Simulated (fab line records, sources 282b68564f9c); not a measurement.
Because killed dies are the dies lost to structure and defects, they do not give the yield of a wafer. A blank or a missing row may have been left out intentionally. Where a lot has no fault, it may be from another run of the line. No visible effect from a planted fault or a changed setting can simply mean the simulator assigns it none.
Split-lot study    flow rit-cmos    5 lots, 23 wafers read, on a route of 202 steps

ABOUT THE SPLIT
At RIT_NLDD_COAT_01 (resist thk 1000 nm), the setting spin-rpm was moved away from the recipe's 3250 rpm on 7 of the 23 wafers read, by -6.6% to -5.0%. For the rest of the wafers, this setting stayed at what the recipe calls for.

FROM THE SPLIT TO THE READING: what the file shows between them, 3 steps
- RIT_NLDD_SOFTBAKE_02: time 60 s
- RIT_NLDD_EXPOSE_03: exposes mask M7, target cd 40700 nm
- RIT_NLDD_DEVELOP_05: develop time 50 s

THE READING
NOVOLAK_of_NLDD_COAT_01.thk-nm (the simulator's own value, which no gauge read), in nm, at RIT_NLDD_HARDBAKE_07 (time 60 s). The file gives no usual value for it. Here, 16 wafers ran the recipe; their average is 881.6 nm with a standard deviation of 3.3 nm.

wafer   tool, chamber at the split  spin-rpm as run, rpm  against the recipe  NOVOLAK_of_NLDD_COAT_01.thk-nm, nm  against lot-mates on the recipe
L074.1  litho-track-03, 0           3250                  recipe              883.4                               -
L074.2  litho-track-03, 0           3087                  -5.0%               906.6                               +22.8
L074.3  litho-track-03, 0           3087                  -5.0%               906.2                               +22.4
L074.4  litho-track-03, 0           3250                  recipe              884.2                               -
L074.5  litho-track-03, 0           3087                  -5.0%               905.6                               +21.8
L075.1  litho-track-02, 0           3250                  recipe              877.4                               -
L075.2  litho-track-02, 0           3250                  recipe              879                                 -
L075.3  litho-track-02, 0           3036                  -6.6%               909.2                               +31.5
L075.4  litho-track-02, 0           3036                  -6.6%               910.9                               +33.2
L075.5  litho-track-02, 0           3250                  recipe              876.6                               -
L078.1  litho-track-03, 0           3250                  recipe              882.9                               -
L078.4  litho-track-03, 0           3250                  recipe              880                                 -
L078.6  litho-track-03, 0           3250                  recipe              879.7                               -
L083.1  litho-track-03, 0           3250                  recipe              877.5                               -
L083.3  litho-track-03, 0           3250                  recipe              880.7                               -
L083.4  litho-track-03, 0           3250                  recipe              881.9                               -
L083.5  litho-track-03, 0           3250                  recipe              881.7                               -
L083.6  litho-track-03, 0           3250                  recipe              879.6                               -
L085.1  litho-track-04, 0           3250                  recipe              885.9                               -
L085.2  litho-track-04, 0           3250                  recipe              887.1                               -
L085.4  litho-track-04, 0           3085                  -5.1%               910.1                               +23.3
L085.5  litho-track-04, 0           3085                  -5.1%               909.6                               +22.8
L085.6  litho-track-04, 0           3250                  recipe              887.3                               -

THE FIT
A straight line over all 23 wafers: NOVOLAK_of_NLDD_COAT_01.thk-nm changes by -4.81 nm for each +1% of spin-rpm; r = -0.97; the points scatter about the line by 3.3 nm.
The same after taking each lot's own level away (the mean of its wafers on the recipe; 23 wafers): -4.68 nm for each +1%; r = -0.99; scatter 1.3 nm.
On that fit, the largest move of spin-rpm shifts the reading by 31 nm.
Across the lots, their own levels run from 877.67 to 886.77 nm, a range of 2.8 times the standard deviation given above.
The two slopes agree, so the slope changes little with the lot-to-lot level.
Check: +30.5 nm against its lot-mates is what the line predicts for one of the wafers moved furthest among these (-6.6%) when that wafer is left out of the fit. It came out at +31.5 nm against them.

THE WHOLE CHAIN: every reading that the file lists as answering this split, in the file's order
step                  what it does        reading                                                                          change (the file's fit)               r (the file's)
RIT_NLDD_COAT_01      resist thk 1000 nm  NOVOLAK_of_NLDD_COAT_01.thk-nm (the simulator's own value, which no gauge read)  -5.36 nm for each +1% of the setting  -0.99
RIT_NLDD_HARDBAKE_07  time 60 s           NOVOLAK_of_NLDD_COAT_01.thk-nm (the simulator's own value, which no gauge read)  -4.69 nm for each +1% of the setting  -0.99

FILE'S OWN FIT
NOVOLAK_of_NLDD_COAT_01.thk-nm changes by -4.69 nm for each +1% of spin-rpm, r = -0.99.
